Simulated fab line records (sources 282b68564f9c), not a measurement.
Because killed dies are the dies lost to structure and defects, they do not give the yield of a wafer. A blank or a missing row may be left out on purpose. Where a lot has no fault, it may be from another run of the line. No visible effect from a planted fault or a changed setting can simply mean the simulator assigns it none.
Code-filled problem report in 8D (eight disciplines) form    flow rit_cmos    the parts of the form that need people (team, actions taken, sign-off) are left out

## 1. THE ISSUE
M1_AL_RS at RIT_M1_RS_MEAS_01 reads a mean of 0.0798 ohm/sq on 1 wafer of 1 lot; wafers without a fault read 0.0737 ohm/sq with a standard deviation of 0.00072. That puts it +8.5 standard deviations away from the usual mean.
The step: measures by four-point-probe.
Earliest sighting: wafer L286.3 on film_metro-02 at day 5 08:52. The record holds 39 wafers of 13 lots with a number at this step. Rule for "out", or "out of limits": more than 4 standard deviations from the usual mean. Any other wafer with a number is counted as sound.

## 2. WHAT IT IS, WHAT IT ISN'T
question                     is                is not
which readings at this step  M1_AL_RS          -
which lots                   L286              L278, L279, L285, L289, L290, L292, L293, L294, L295, L298, L299, L300
which wafers of those lots   L286.3            L286.1, L286.4
read on which gauges         film_metro-02     film_metro-01, film_metro-04
when                         from day 5 08:52  up to then (11 sound wafers); but 27 sound wafers of L289, L290, L292, L293, L294, L295, L298, L299, L300 came after

## 3. SUSPECTS, AND WHAT RULES EACH OUT
Counting: a tool at a process step up to the reading stays a suspect if it ran every lot that is out. Sound lots after the first of them don't rule it out here, since some wafers of a struck lot are sound.
- the gauge at RIT_M1_RS_MEAS_01: kept. All the wafers that are out were read on film_metro-02, and no step on other tools shows them out.
- pvd_sputter-02 at RIT_M1_SPUTTER_00 (material Al, target thk 400 nm, time 500 s): kept. L286, the lot that is out, went through it at day 5 08:34; up to then, the latest sound lot through it was L278 at day 3 16:54.
After counting, pvd_sputter-02 at RIT_M1_SPUTTER_00 and film_metro-02 at RIT_M1_RS_MEAS_01 remain.

## 4. THE CAUSE (what the simulator had put in)
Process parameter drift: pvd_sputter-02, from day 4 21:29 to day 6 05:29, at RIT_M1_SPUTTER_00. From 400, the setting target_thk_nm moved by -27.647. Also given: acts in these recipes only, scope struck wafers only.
Counting left 2 suspects, and this tool is among them.

## 5. THE EFFECT CHAIN, in route order
Each row: a reading whose mean over the struck wafers that have a number lies more than 3 standard deviations from the usual. Only readings whose record carries a usual standard deviation are examined. hours: median over the lots of the time between each lot's start at the first step of this table that gives one and its start at this step. sigmas: the change, counted in usual standard deviations.
hours  step                  reading               usual          on struck wafers  change   sigmas
0      RIT_M1_RS_MEAS_01     M1_AL_RS              0.0737 ohm/sq  0.0798            +0.0061  +8.5
0      RIT_M1_THK_MEAS_02    M1_AL_THK             396 nm         364               -32      -6.7
2      RIT_M1_METAL_ETCH_12  oes_product_au        0.774 a.u.     0.721             -0.053   -3.5
23     RIT_M1_PROBE_99       sort_bin_3_pad_short  0.1 %          0.8               +0.7     +3.0
Its process steps:
- RIT_M1_METAL_ETCH_12: etches Al in Cl2/BCl3, stops on SiO2, time 165 s, target depth 600 nm.
- RIT_M1_PROBE_99

## 6. WHAT WOULD HAVE CAUGHT IT SOONER
In this record the first reading out of limits at a measuring or inspecting step was taken at day 5 08:52, 11 hours after the fault began at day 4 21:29.
Tool readings at RIT_M1_SPUTTER_00 with a usual standard deviation given in the record: none out on any struck wafer, hence no alarm at a limit of 4 standard deviations on them.
By day 5 08:52 the whole set of lots that are out, 1 in number, had already begun RIT_M1_SPUTTER_00 on pvd_sputter-02. None of them would have been spared by holding the tool at that moment.
